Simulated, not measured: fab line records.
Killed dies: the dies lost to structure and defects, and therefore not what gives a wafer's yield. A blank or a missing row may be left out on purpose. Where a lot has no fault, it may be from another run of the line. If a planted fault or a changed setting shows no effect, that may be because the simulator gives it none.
The same fault as seen by 2 desks | flow berkeley-cmos170 | what lay behind the numbers comes last; until then each desk has only its own

## FROM THE METROLOGY DESK
What the gauges read for every lot (on any tool): the sampled wafers with a number, averaged. If a lot's mean is further than 4 standard deviations from the usual mean, the lot is out of limits and carries the mark OUT (the distance appears in the brackets).
Columns: A = cd-nm at UCB170_CONTACT_CD_MEAS_90, usual 700.0 nm; B = M1_AL_RS at UCB170_M1_RS_MEAS_01, usual 0.0484 ohm/sq
lot  | first seen here | A     | B
L734 | day 8 21:21     | 700.4 | 0.0490
L736 | day 9 03:20     | 697.8 | 0.0479
L739 | day 9 07:18     | 701.8 | 0.0482
L738 | day 9 14:00     | 700.1 | 0.0488
L740 | day 9 23:56     | 700.7 | 0.0482
L742 | day 10 04:01    | 700.8 | 0.0475
L741 | day 10 05:07    | 701.7 | 0.0482
L747 | day 11 02:04    | 699.3 | 0.0485
L748 | day 11 03:52    | 699.7 | 0.0487
L749 | day 11 10:37    | 698.9 | 0.0485
L753 | day 11 19:26    | 700.4 | 0.0486
L756 | day 12 17:56    | 703.0 | 0.0489
L755 | day 12 18:21    | 700.0 | 0.0485
L757 | day 12 19:58    | 700.1 | 0.0483
Result from this desk: across the 14 lots, nothing is out of limits.

## DESK OF THE TOOL OWNER: rie-diel-02
The tool's own readings at UCB170_CONTACT_ETCH_18 (etches PSG in CHF3/CF4/Ar, stops on TiSi2, target depth 840 nm, time 195 s): means of the sampled wafers that have a number, for each lot that ran on this tool. If a lot's mean is further than 4 standard deviations from the usual mean, the lot is out of limits and carries the mark OUT (the distance appears in the brackets).
Columns: A = drypump-motor-current-A at UCB170_CONTACT_ETCH_18, usual 5.6 A; B = oes-product-au at UCB170_CONTACT_ETCH_18, usual 0.893 a.u.; C = throttle-valve-pct at UCB170_CONTACT_ETCH_18, usual 6.95 %
lot  | first seen here | A   | B     | C
L734 | day 8 21:00     | 5.5 | 0.893 | 6.95
L739 | day 9 07:00     | 6.0 | 0.894 | 6.81
L738 | day 9 13:00     | 5.6 | 0.875 | 6.91
L740 | day 9 23:00     | 6.1 | 0.884 | 6.82
L741 | day 10 04:00    | 5.6 | 0.884 | 6.92
L757 | day 12 19:00    | 5.7 | 0.875 | 6.92
Result from this desk: across the 6 lots, nothing is out of limits.

## BROUGHT TOGETHER
From the metrology desk's view, nothing was out of limits.
The tool owner's desk saw nothing out of limits.

## WHAT THE SIMULATOR PUT IN
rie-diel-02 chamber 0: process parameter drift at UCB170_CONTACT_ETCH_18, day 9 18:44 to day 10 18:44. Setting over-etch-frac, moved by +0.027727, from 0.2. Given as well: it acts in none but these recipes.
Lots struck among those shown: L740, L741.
